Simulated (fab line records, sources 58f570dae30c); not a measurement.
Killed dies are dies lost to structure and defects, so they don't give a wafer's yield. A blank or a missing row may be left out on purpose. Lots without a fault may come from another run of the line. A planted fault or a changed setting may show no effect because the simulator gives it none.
A struck lot beside a sound one | flow berkeley_cmos170 | 15 steps out of a route of 331
Sound: wafers L260.1, L260.3, L260.4. Struck: wafers L268.2, L268.3. The cause comes at the end.
At each step with rows: each side's tool, then ch and its chambers, then its first start. Under that, the readings that differ: sound wafers | struck wafers | difference of the means | sigmas: that difference in standard deviations of wafers without a fault.
alike: readings whose means differ by less than 2 such deviations, and words and numbers that are the same on both sides. not compared: withheld readings, readings that some wafer has no value for, bounds like >300 that may hide the same value, and numbers for which the record gives no deviation and whose values overlap.
The two part at a step that has a row with sigmas, a row that says differs or no value, or rows on one side only. Numbers that don't overlap but have no deviation are shown without sigmas and don't part them. A reading that every wafer of one side lacks parts them only if that side has two wafers or more.

UCB170_GATE_THK_MEAS_02:
  sound on film_metro-02, day 7 10:28; struck on film_metro-02, day 8 18:54
  alike: GATE_OXIDE_THK
then, 2 steps without rows for these wafers: UCB170_GATE_ANNEAL_03 (time 1800 s); UCB170_GATE_CVD_04 (deposits poly-Si from SiH4, time 1440 s, target thk 214 nm).
UCB170_GATE_THK_MEAS_05:
  sound on film_metro-01, day 7 14:43; struck on film_metro-01, day 9 03:40
  alike: GATE_POLY_THK
then, 6 steps without rows for these wafers: UCB170_GATE_COAT_06; UCB170_GATE_COAT_07 (resist thk 900 nm); UCB170_GATE_SOFTBAKE_08 (time 60 s); UCB170_GATE_EXPOSE_09 (exposes mask POLY, target cd 350 nm); UCB170_GATE_PEB_10; UCB170_GATE_DEVELOP_11 (develop time 45 s).
UCB170_GATE_CD_MEAS_12: target cd 350 nm.
  sound on cd_sem-02, day 7 16:43; struck on cd_sem-01, day 9 05:36
  alike: cd_nm
UCB170_GATE_OVL_MEAS_13:
  sound on overlay-01, day 7 16:50; struck on overlay-01, day 9 05:42
  alike: GATE_OVL
UCB170_GATE_ETCH_14: etches BARC in N2/H2.
  sound on rie_diel-01 ch 0,1,2, day 7 16:53; struck on rie_diel-01 ch 0,2, day 9 05:44
  reading               | sound             | struck      | difference | sigmas
  oes_product_au (a.u.) | 0.993 1.026 0.984 | 0.901 0.910 | -0.095     | -5
  alike: chamber_pressure_mTorr, drypump_motor_current_A, throttle_valve_pct
UCB170_GATE_ETCH_15: etches poly-Si in HBr/Cl2, stops on SiO2, time 56.3 s, target depth 278.2 nm.
  sound on rie_si-01 ch 1,2,3, day 7 16:55; struck on rie_si-02 ch 0,2, day 9 05:46
  alike: chamber_pressure_mTorr, drypump_motor_current_A, he_backside_leak_sccm, oes_product_au, throttle_valve_pct
  not compared: rf_hours_counter_h
UCB170_M3_PROBE_99:
  the record has rows for the sound wafers here (prober-02, day 9 15:16) and none for the struck ones

WHERE THEY PART
First at UCB170_GATE_ETCH_14; last, within this record, at UCB170_M3_PROBE_99.

WHY: what the simulator had put in
Process parameter drift: rie_diel-01, from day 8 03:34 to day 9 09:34, at UCB170_GATE_ETCH_14. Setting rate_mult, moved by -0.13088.
